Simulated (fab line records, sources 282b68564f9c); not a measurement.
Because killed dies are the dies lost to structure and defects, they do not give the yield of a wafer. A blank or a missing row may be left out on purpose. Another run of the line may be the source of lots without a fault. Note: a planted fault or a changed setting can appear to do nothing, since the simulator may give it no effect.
Which tool is to blame? :: flow ritCmos :: Sampling: 7 lots, 21 wafers, 2 of 202 route steps

## WHAT THE GAUGES READ, wafer by wafer
RIT_M1_CD_MEAS_90 targets a cd of 2600 nm.
lot: L674
measured: day 4 00:28
on: cdSem-01
cdNm (nm): 2597.9 2596.3 2595.5

lot: L679
measured: day 5 08:13
on: cdSem-02
cdNm (nm): 2601.7 2599.1 2598.9

lot: L682
measured: day 5 18:22
on: cdSem-01
cdNm (nm): 2599.3 2597.4 2597.3

lot: L684
measured: day 6 08:11
on: cdSem-01
cdNm (nm): 2602.2 2603.7 2603.4

lot: L687
measured: day 6 20:25
on: cdSem-02
cdNm (nm): 2598.5 2600.7 2599.7

lot: L689
measured: day 7 06:43
on: cdSem-01
cdNm (nm): 2596.8 2596.4 2596.8

lot: L694
measured: day 8 17:40
on: cdSem-02
cdNm (nm): 2603.8 2601.9 2602.7

## WHAT TOOL EACH LOT RAN ON (gives the tool, then ch and the chambers of the sampled wafers, and finally the start)
lot: L674
RIT_M1_METAL_ETCH_12: rieMetal-01 ch 0, day 3 23:57

lot: L679
RIT_M1_METAL_ETCH_12: rieMetal-02 ch 0,1, day 5 07:42

lot: L682
RIT_M1_METAL_ETCH_12: rieMetal-02 ch 1, day 5 17:50

lot: L684
RIT_M1_METAL_ETCH_12: rieMetal-04 ch 0,1, day 6 07:41

lot: L687
RIT_M1_METAL_ETCH_12: rieMetal-02 ch 0,1, day 6 19:53

lot: L689
RIT_M1_METAL_ETCH_12: rieMetal-02 ch 0,1, day 7 06:13

lot: L694
RIT_M1_METAL_ETCH_12: rieMetal-04 ch 0,1, day 8 17:09
- RIT_M1_METAL_ETCH_12: etches Al in Cl2/BCl3, stops on SiO2, time 165 s, target depth 600 nm.

## THE ANSWER, worked out from the rows above alone
Rule: usual is defined by the lots themselves. The widest of any qualifying gaps counts: lots, ordered by their means at a reading, are off when they make up no more than a third of the lots, leave a main group of 4 or more, and stand apart from it by 3 or more times the standard deviation of that group's means. The tables above print the reading to a certain number of digits; a main group whose means all agree to those digits is not used. Also off: a lot with no number at a reading for which 4 or more lots have one. Any other lot the step has rows for is counted as sound.
None of the lots is off at any reading shown; this tells nothing.

## WHAT WAS PUT IN BY THE SIMULATOR
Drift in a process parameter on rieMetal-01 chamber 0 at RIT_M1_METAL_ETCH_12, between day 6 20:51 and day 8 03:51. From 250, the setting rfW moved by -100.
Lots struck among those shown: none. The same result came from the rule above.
